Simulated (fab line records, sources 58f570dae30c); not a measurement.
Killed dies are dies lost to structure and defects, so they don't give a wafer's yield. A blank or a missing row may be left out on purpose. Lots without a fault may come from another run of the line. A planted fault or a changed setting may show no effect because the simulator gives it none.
Which tool did it? | flow berkeley_cmos170 | 7 lots, 21 wafers sampled, at 1 step of a route of 331

WHAT THE GAUGES READ, wafer by wafer
UCB170_SDANNEAL_RS_MEAS_02: measures by four-point-probe.
lot  | measured     | on            | PSD_RS (ohm/sq)
L171 | day 7 21:34  | film_metro-03 | 75.87 75.94 76.00
L172 | day 7 22:26  | film_metro-01 | 75.64 75.67 75.74
L175 | day 8 07:11  | film_metro-04 | 75.50 75.36 75.49
L177 | day 8 07:43  | film_metro-03 | 75.18 75.79 75.65
L185 | day 10 16:34 | film_metro-04 | 75.96 75.43 75.71
L187 | day 10 16:42 | film_metro-01 | 75.16 75.43 75.32
L190 | day 11 00:12 | film_metro-04 | 75.55 75.67 75.41

WHICH TOOL RAN EACH LOT (tool, then ch and the chambers of the sampled wafers, then the start)
The record holds no process step before these readings.

THE ANSWER, worked out from the rows above alone
Rule: what is usual is taken from the lots themselves. Put in order of their means at a reading, lots are off if they are a third of the lots or fewer, leave a main group of 4 or more, and stand apart from it by a gap of 3 or more times the standard deviation of the main group's means; of several such gaps the widest counts. A main group whose means are all the same, to the digits that the tables above print for the reading, isn't used. A lot without any number at a reading at which 4 lots or more have one is off too. The other lots that the step has rows for count as sound.
No lot is off at any reading shown: from this, nothing can be told.

WHAT THE SIMULATOR HAD PUT IN
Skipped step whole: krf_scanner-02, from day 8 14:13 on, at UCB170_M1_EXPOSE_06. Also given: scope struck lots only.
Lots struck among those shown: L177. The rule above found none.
